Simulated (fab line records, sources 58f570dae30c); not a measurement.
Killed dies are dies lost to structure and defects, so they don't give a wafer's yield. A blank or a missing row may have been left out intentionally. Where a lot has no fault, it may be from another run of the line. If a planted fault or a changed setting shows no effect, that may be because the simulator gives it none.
Which of the tools did it?    flow berkeley-cmos170    Sampling: 14 lots, 42 wafers, 2 of 331 route steps

## WHAT THE GAUGES SHOWED, per wafer
UCB170_PSD_CD_MEAS_06 targets a cd of 1200 nm.
lot   measured      on         cd-nm (nm)
L189  day 7 17:58   cd-sem-01  1200.7 1199.8 1200.3
L190  day 8 02:15   cd-sem-02  1200.6 1200.9 1201.1
L192  day 8 02:31   cd-sem-02  1199.1 1199.1 1198.8
L194  day 8 08:44   cd-sem-02  1199.6 1201.3 1200.7
L193  day 8 09:03   cd-sem-01  1200.8 1201.1 1201.7
L196  day 8 22:08   cd-sem-01  1212.2 1211.9 1211.6
L199  day 9 14:10   cd-sem-02  1197.7 1197.4 1198.0
L200  day 9 15:26   cd-sem-01  1213.1 1212.3 1213.1
L202  day 10 11:59  cd-sem-01  1201.0 1199.0 1199.2
L207  day 11 03:13  cd-sem-01  1200.9 1199.5 1200.9
L208  day 11 15:19  cd-sem-01  1199.8 1198.3 1199.3
L212  day 12 14:58  cd-sem-01  1198.2 1199.4 1198.3
L210  day 12 15:16  cd-sem-02  1198.6 1198.9 1200.0
L211  day 12 15:50  cd-sem-02  1199.3 1201.5 1199.9

## EACH LOT AND THE TOOL THAT RAN IT (in order: tool; ch and the chambers of the sampled wafers; start)
lot   UCB170_PSD_PEB_04
L189  litho-track-03 ch 0, day 7 17:41
L190  litho-track-02 ch 0, day 8 01:59
L192  litho-track-02 ch 0, day 8 02:14
L194  litho-track-03 ch 0, day 8 08:28
L193  litho-track-03 ch 0, day 8 08:47
L196  litho-track-03 ch 0, day 8 21:52
L199  litho-track-02 ch 0, day 9 13:53
L200  litho-track-03 ch 0, day 9 15:07
L202  litho-track-02 ch 0, day 10 11:43
L207  litho-track-01 ch 0, day 11 02:57
L208  litho-track-01 ch 0, day 11 15:03
L212  litho-track-03 ch 0, day 12 14:41
L210  litho-track-03 ch 0, day 12 14:59
L211  litho-track-03 ch 0, day 12 15:34
- UCB170_PSD_PEB_04

## AS READ BY THE TOOLS THEMSELVES (means over the sampled wafers that have a number; for cases with no such wafer, the mark the record gives instead)
UCB170_PSD_PEB_04.
lot   tool            heater-power-total-W (W)
L189  litho-track-03  56.79
L190  litho-track-02  56.78
L192  litho-track-02  56.79
L194  litho-track-03  56.82
L193  litho-track-03  56.77
L196  litho-track-03  56.77
L199  litho-track-02  56.79
L200  litho-track-03  56.80
L202  litho-track-02  56.84
L207  litho-track-01  56.80
L208  litho-track-01  56.80
L212  litho-track-03  56.84
L210  litho-track-03  56.81
L211  litho-track-03  56.77

## THE ANSWER, worked out from the rows above alone
Rule: what is usual is taken from the lots themselves. The widest of any qualifying gaps counts: lots, ordered by their means at a reading, are off when they make up no more than a third of the lots, leave a main group of 4 or more, and stand apart from it by 3 or more times the standard deviation of that group's means. If all means in a main group match to the digits the tables above print for the reading, that group is not used. A lot without any number at a reading at which 4 lots or more have one is off too. All remaining lots with rows at the step are treated as sound. First the gauges in route order, then the tools' own readings, where a lot's mean is used as printed above. The first step at which some lot is off is used, and at that step the reading that is off furthest; a lot without a number counts as furthest.
Off: L196, L200, at UCB170_PSD_CD_MEAS_06 (cd-nm). The main group has a mean of 1199.7 nm with a standard deviation of 0.99.
A tool fits if, at a process step before that reading, it ran every lot that is off, and no sound lot after the first of them. Gauges at UCB170_PSD_CD_MEAS_06: tried the same way as those tools. No candidate that was tried fits.

## WHAT THE SIMULATOR HAD INSERTED
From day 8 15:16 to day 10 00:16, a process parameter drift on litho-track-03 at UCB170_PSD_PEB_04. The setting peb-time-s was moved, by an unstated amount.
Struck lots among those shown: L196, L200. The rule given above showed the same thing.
